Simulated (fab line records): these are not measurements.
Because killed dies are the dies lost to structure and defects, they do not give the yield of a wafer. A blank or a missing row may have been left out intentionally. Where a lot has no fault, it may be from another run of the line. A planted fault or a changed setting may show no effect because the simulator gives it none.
The tool behind it: which one? -- flow berkeley_cmos170 -- 42 wafers from 14 lots sampled at 2 of the route's 331 steps

== WHAT THE GAUGES READ, wafer by wafer ==
UCB170_PWELL_THK_MEAS_03.
lot,measured,on,PWELL_OXIDE_THK (nm)
L473,day 2 18:34,film_metro-03,26.6 26.5 27.1
L474,day 3 04:25,film_metro-04,26.2 26.2 26.5
L475,day 3 13:01,film_metro-03,27.2 27.4 27.0
L476,day 3 13:01,film_metro-01,27.0 27.4 27.3
L477,day 3 23:54,film_metro-01,25.9 26.0 26.0
L478,day 3 23:54,film_metro-04,27.5 27.0 27.2
L479,day 4 11:43,film_metro-03,25.9 25.9 26.4
L480,day 4 11:43,film_metro-04,26.2 26.7 26.3
L483,day 4 19:55,film_metro-03,26.7 26.3 26.6
L489,day 6 06:15,film_metro-04,26.1 25.9 26.0
L490,day 6 16:29,film_metro-03,30.0 29.6 29.7
L491,day 6 16:29,film_metro-04,29.5 29.2 29.0
L493,day 7 08:14,film_metro-03,26.3 26.5 25.9
L495,day 7 08:17,film_metro-03,26.3 26.2 26.5

== TOOL THAT RAN EACH LOT (tool first, then ch and the chambers of the sampled wafers, then the start) ==
lot,UCB170_PWELL_OXIDATION_02
L473,"furnace-04 ch 0, day 2 17:12"
L474,"furnace-02 ch 0, day 3 03:04"
L475,"furnace-04 ch 0, day 3 11:40"
L476,"furnace-04 ch 0, day 3 11:40"
L477,"furnace-04 ch 0, day 3 22:33"
L478,"furnace-04 ch 0, day 3 22:33"
L479,"furnace-02 ch 0, day 4 10:22"
L480,"furnace-02 ch 0, day 4 10:22"
L483,"furnace-02 ch 0, day 4 18:33"
L489,"furnace-02 ch 0, day 6 04:45"
L490,"furnace-04 ch 0, day 6 15:08"
L491,"furnace-04 ch 0, day 6 15:08"
L493,"furnace-02 ch 0, day 7 06:53"
L495,"furnace-02 ch 0, day 7 06:53"
- UCB170_PWELL_OXIDATION_02: target thk 26.4 nm, ox time 1260 s.

== WHAT THE TOOLS THEMSELVES READ (means of the sampled wafers that have a number; where no wafer has one, the mark that the record gives instead) ==
UCB170_PWELL_OXIDATION_02.
lot,tool,tube_center_temp_C_max
L473,furnace-04,1002.5
L474,furnace-02,1002.3
L475,furnace-04,1002.6
L476,furnace-04,1002.8
L477,furnace-04,1002.2
L478,furnace-04,1002.5
L479,furnace-02,1002.7
L480,furnace-02,1003.0
L483,furnace-02,1002.7
L489,furnace-02,1002.7
L490,furnace-04,1002.9
L491,furnace-04,1002.7
L493,furnace-02,1002.8
L495,furnace-02,1002.6

== THE ANSWER, worked out from the rows above alone ==
Rule: what is usual is taken from the lots themselves. The widest of any qualifying gaps counts: lots, ordered by their means at a reading, are off when they make up no more than a third of the lots, leave a main group of 4 or more, and stand apart from it by 3 or more times the standard deviation of that group's means. A main group is skipped when, at the precision printed for the reading in the tables above, its means are all equal. A lot without any number at a reading at which 4 lots or more have one is off too. The other lots that the step has rows for count as sound. First the gauges in route order, then the tools' own readings, where a lot's mean is used as printed above. The first step at which some lot is off is used, and at that step the reading that is off furthest; a lot without a number counts as furthest.
Off: at UCB170_PWELL_THK_MEAS_03 (PWELL_OXIDE_THK), L490, L491. For the main group the mean is 26.5 nm and the standard deviation 0.46.
If a tool, at a process step before that reading, ran all the lots that are off and no sound lot after the first of them, it fits. Those tools and the gauges at UCB170_PWELL_THK_MEAS_03 are tried in the same way. One candidate fits, namely furnace-04 at UCB170_PWELL_OXIDATION_02. A fault onset in the window from L477 (day 3 22:33, its last sound lot) to L490 (day 6 15:08, its first lot off) fits.

== WHAT WAS PUT IN BY THE SIMULATOR ==
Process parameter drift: furnace-04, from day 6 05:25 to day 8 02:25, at UCB170_PWELL_OXIDATION_02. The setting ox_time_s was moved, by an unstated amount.
Struck lots among those shown: L490, L491. The rule above found the same.
